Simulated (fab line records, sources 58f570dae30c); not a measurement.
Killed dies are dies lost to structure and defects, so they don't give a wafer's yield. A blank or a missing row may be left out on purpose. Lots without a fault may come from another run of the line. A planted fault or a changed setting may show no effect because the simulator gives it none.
Tool commonality check | flow berkeley_cmos170 | 14 lots, 42 wafers sampled

WHY IT WAS OPENED
At UCB170_NWELL_THK_MEAS_02 the reading NWELL_OXIDE_THK is flagged on 2 of 14 lots. Wafers without a fault read 26.3 nm, standard deviation 0.47.
Rule: a lot is flagged when every wafer of it that has a number lies more than 4 standard deviations from that mean, or none has a number. The other lots count as sound.

lot  | measured    | on            | NWELL_OXIDE_THK (nm), wafer by wafer | flag
L718 | day 3 05:38 | film_metro-03 | 26.3 26.6 26.4                       |
L719 | day 3 05:38 | film_metro-04 | 26.6 26.1 26.1                       |
L721 | day 3 10:31 | film_metro-01 | 26.0 26.5 26.2                       |
L722 | day 3 10:31 | film_metro-03 | 26.5 26.9 26.5                       |
L723 | day 3 15:00 | film_metro-01 | 27.2 26.9 26.9                       |
L724 | day 3 21:13 | film_metro-03 | 26.7 26.7 26.6                       |
L725 | day 3 21:14 | film_metro-04 | 26.4 25.5 26.8                       |
L726 | day 4 05:08 | film_metro-03 | 26.4 26.7 26.1                       |
L727 | day 4 09:29 | film_metro-04 | 27.1 26.4 26.9                       |
L729 | day 4 22:18 | film_metro-03 | 26.1 26.3 26.4                       |
L731 | day 5 04:30 | film_metro-04 | 26.0 26.1 26.1                       |
L733 | day 5 19:28 | film_metro-04 | 23.9 23.6 23.6                       | FLAGGED
L734 | day 5 19:28 | film_metro-01 | 23.6 23.5 23.3                       | FLAGGED
L739 | day 6 19:58 | film_metro-03 | 25.5 24.8 24.9                       |
The numbers of the flagged lots are 23.6 nm on average: -2.7 nm against the usual, or -6 standard deviations.

WHICH TOOL RAN EACH LOT
The record holds 2 process steps before the reading, out of a route of 331 steps. In each cell: the tool, then ch and the chambers that the sampled wafers went through, then the start.
lot  | flag    | UCB170_ZERO_STRIP_07                | UCB170_NWELL_OXIDATION_01
L718 |         | plasma_asher-02 ch 0, day 2 21:20   | furnace-01 ch 0, day 3 04:17
L719 |         | plasma_asher-01 ch 0,1, day 2 21:35 | furnace-01 ch 0, day 3 04:17
L721 |         | plasma_asher-04 ch 0,1, day 3 04:23 | furnace-02 ch 0, day 3 09:10
L722 |         | plasma_asher-02 ch 0,1, day 3 04:38 | furnace-02 ch 0, day 3 09:10
L723 |         | plasma_asher-04 ch 1, day 3 08:54   | furnace-01 ch 0, day 3 13:39
L724 |         | plasma_asher-01 ch 0,1, day 3 14:51 | furnace-02 ch 0, day 3 19:52
L725 |         | plasma_asher-01 ch 0,1, day 3 15:18 | furnace-02 ch 0, day 3 19:52
L726 |         | plasma_asher-01 ch 0,1, day 4 00:41 | furnace-01 ch 0, day 4 03:46
L727 |         | plasma_asher-01 ch 0,1, day 4 03:44 | furnace-01 ch 0, day 4 08:07
L729 |         | plasma_asher-01 ch 0,1, day 4 15:56 | furnace-04 ch 0, day 4 20:56
L731 |         | plasma_asher-04 ch 0,1, day 4 22:33 | furnace-02 ch 0, day 5 03:09
L733 | FLAGGED | plasma_asher-02 ch 0,1, day 5 13:23 | furnace-02 ch 0, day 5 18:06
L734 | FLAGGED | plasma_asher-01 ch 0,1, day 5 13:23 | furnace-02 ch 0, day 5 18:06
L739 |         | plasma_asher-04 ch 0,1, day 6 14:15 | furnace-04 ch 0, day 6 18:37
What these steps do:
- UCB170_ZERO_STRIP_07: strips in O2.
- UCB170_NWELL_OXIDATION_01: target thk 26.4 nm, ox time 1260 s.
- UCB170_NWELL_THK_MEAS_02

FLAGGED OVER TOTAL, TOOL BY TOOL (the gauges that took the reading come last)
step                      | tool            | lots run | flagged | share of the flagged lots | sound lots run after its first flagged lot
UCB170_ZERO_STRIP_07      | plasma_asher-01 | 7        | 1       | some                      | 0
UCB170_ZERO_STRIP_07      | plasma_asher-02 | 3        | 1       | some                      | 0
UCB170_ZERO_STRIP_07      | plasma_asher-04 | 4        | 0       | none                      | -
UCB170_NWELL_OXIDATION_01 | furnace-01      | 5        | 0       | none                      | -
UCB170_NWELL_OXIDATION_01 | furnace-02      | 7        | 2       | all                       | 0
UCB170_NWELL_OXIDATION_01 | furnace-04      | 2        | 0       | none                      | -
UCB170_NWELL_THK_MEAS_02  | film_metro-01   | 3        | 1       | some                      | 0
UCB170_NWELL_THK_MEAS_02  | film_metro-03   | 6        | 0       | none                      | -
UCB170_NWELL_THK_MEAS_02  | film_metro-04   | 5        | 1       | some                      | 0

WHAT THE TABLE ALLOWS
1 row of the table ran every flagged lot: furnace-02 at UCB170_NWELL_OXIDATION_01.
- furnace-02 at UCB170_NWELL_OXIDATION_01: 2 of its 7 lots flagged. Its last sound lot is L731 (day 5 03:09), its first flagged lot L733 (day 5 18:06): a fault that began between those two fits.
One tool is left: furnace-02 at UCB170_NWELL_OXIDATION_01.

WHAT THE SIMULATOR HAD PUT IN
Process parameter drift: furnace-02, from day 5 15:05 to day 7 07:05, at UCB170_NWELL_OXIDATION_01. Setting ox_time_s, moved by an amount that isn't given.
Lots struck among those shown: L733, L734. The rule above found the same.
